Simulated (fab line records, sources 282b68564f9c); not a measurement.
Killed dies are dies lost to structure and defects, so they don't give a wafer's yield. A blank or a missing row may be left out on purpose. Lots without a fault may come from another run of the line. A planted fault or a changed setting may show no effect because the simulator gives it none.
Problem report in the 8D (eight disciplines) form, filled by code | flow rit_cmos | the parts of the form that need people (team, actions taken, sign-off) are left out

1. THE PROBLEM
SILICIDE_TI_RS at RIT_SILICIDE_RS_MEAS_02 reads a mean of 49.5 ohm/sq on 1 wafer of 1 lot; wafers without a fault read 46.0 ohm/sq with a standard deviation of 0.65. That is +5.4 standard deviations from the usual mean.
The step: measures by four-point-probe.
First seen on wafer L323.1, day 5 04:01, on film_metro-01. The record holds 36 wafers of 12 lots with a number at this step. Rule for "out", or "out of limits": more than 4 standard deviations from the usual mean. The other wafers with a number count as sound.

2. WHAT IT IS AND WHAT IT IS NOT
question                    | is               | is not
which readings at this step | SILICIDE_TI_RS   | -
which lots                  | L323             | L314, L315, L316, L317, L328, L330, L331, L332, L335, L336, L337
which wafers of those lots  | L323.1           | L323.3, L323.5
read on which gauges        | film_metro-01    | film_metro-02, film_metro-04
when                        | from day 5 04:01 | up to then (14 sound wafers); but 21 sound wafers of L328, L330, L331, L332, L335, L336, L337 came after

3. SUSPECTS, AND WHAT RULES EACH OUT
Counting: a tool at a process step up to the reading stays a suspect if it ran every lot that is out. Sound lots after the first of them don't rule it out here, since some wafers of a struck lot are sound.
- the gauge at RIT_SILICIDE_RS_MEAS_02: kept. All the wafers that are out were read on film_metro-01, and no step on other tools shows them out.
- pvd_sputter-02 at RIT_SILICIDE_SPUTTER_01 (material Ti, target thk 30 nm, time 240 s): kept. It ran the lot that is out, L323 (day 5 03:52); its last sound lot up to then is L317 (day 3 17:29).
Left after counting: pvd_sputter-02 at RIT_SILICIDE_SPUTTER_01, film_metro-01 at RIT_SILICIDE_RS_MEAS_02.

4. THE CAUSE (what the simulator had put in)
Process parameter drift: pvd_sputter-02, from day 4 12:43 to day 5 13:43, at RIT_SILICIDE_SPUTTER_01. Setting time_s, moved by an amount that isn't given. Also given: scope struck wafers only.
Counting left 2 suspects, and this tool is among them.

5. THE CHAIN OF EFFECTS, in route order
Each row: a reading whose mean over the struck wafers that have a number lies more than 3 standard deviations from the usual. Only readings for which the record gives a usual standard deviation are gone through. hours: the time from each lot's start at the first step in this table that gives one to its start at this step, as a median over the lots. sigmas: the change in usual standard deviations.
hours | step                     | reading         | usual       | on struck wafers | change | sigmas
0     | RIT_SILICIDE_RS_MEAS_02  | SILICIDE_TI_RS  | 46.0 ohm/sq | 49.5             | +3.5   | +5.4
0     | RIT_SILICIDE_THK_MEAS_03 | SILICIDE_TI_THK | 30.7 nm     | 28.9             | -1.8   | -5.0

6. WHAT WOULD HAVE CAUGHT IT SOONER
In this record the first reading out of limits at a measuring or inspecting step was taken at day 5 04:01, 15 hours after the fault began at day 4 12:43.
Of the tool readings at RIT_SILICIDE_SPUTTER_01 for which the record gives a usual standard deviation, none was out on any struck wafer, so an alarm limit of 4 standard deviations on them would not have fired.
All the lots that are out (1) had begun RIT_SILICIDE_SPUTTER_01 on pvd_sputter-02 by day 5 04:01. A hold on the tool at that time would have spared none of them.
